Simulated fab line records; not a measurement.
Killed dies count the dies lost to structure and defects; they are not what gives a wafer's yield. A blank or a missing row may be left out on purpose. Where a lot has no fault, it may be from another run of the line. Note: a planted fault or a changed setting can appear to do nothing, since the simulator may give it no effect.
Matching of chambers    flow berkeley_cmos170    UCB170_ZERO_ETCH_06 on rie_diel-04: 4 sister chambers
The step etches SiO2 in CHF3/CF4/Ar, time 12 s. 4 wafers are shown with their chamber, then 10 later ones without.

== EACH WAFER AND ITS CHAMBER ==
wafer   chamber  drypump_motor_current_A (A)
L085.3  3        4.8
L088.6  0        5.4
L089.1  1        6.1
L089.5  2        5.7

== WAFERS WHOSE CHAMBER IS MISSING ==
wafer   drypump_motor_current_A (A)
L089.6  6.1
L092.1  4.8
L092.4  5.7
L092.5  6.1
L096.3  5.5
L096.4  5.7
L096.5  4.8
L097.2  5.5
L097.4  4.8
L097.6  5.5

== THE CHAMBER EACH PASSED THROUGH ==
wafer   from the rows above      in truth
L089.6  1                        1
L092.1  3                        3
L092.4  2                        2
L092.5  1                        1
L096.3  can't be placed: 0 or 2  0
L096.4  2                        2
L096.5  3                        3
L097.2  can't be placed: 0 or 2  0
L097.4  3                        3
L097.6  can't be placed: 0 or 2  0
Placed correctly: 7 of 10. Not placeable from these rows: 3 (in 3, the candidates include the true chamber). 0 placed wrongly.
How it was worked out, from the rows above alone: a wafer's distance from a chamber is the root of the sum, over the readings, of the square of ((its reading less the chamber's mean) divided by the reading's scatter). If the next closest chamber is less than 2 further off than the closest, the wafer can't be placed; otherwise it belongs to the closest. A chamber's mean is the mean of its shown wafers. The scatter (one wafer shown for each chamber): square how far every hidden wafer sits from the nearest shown wafer, average those squares and take the square root.
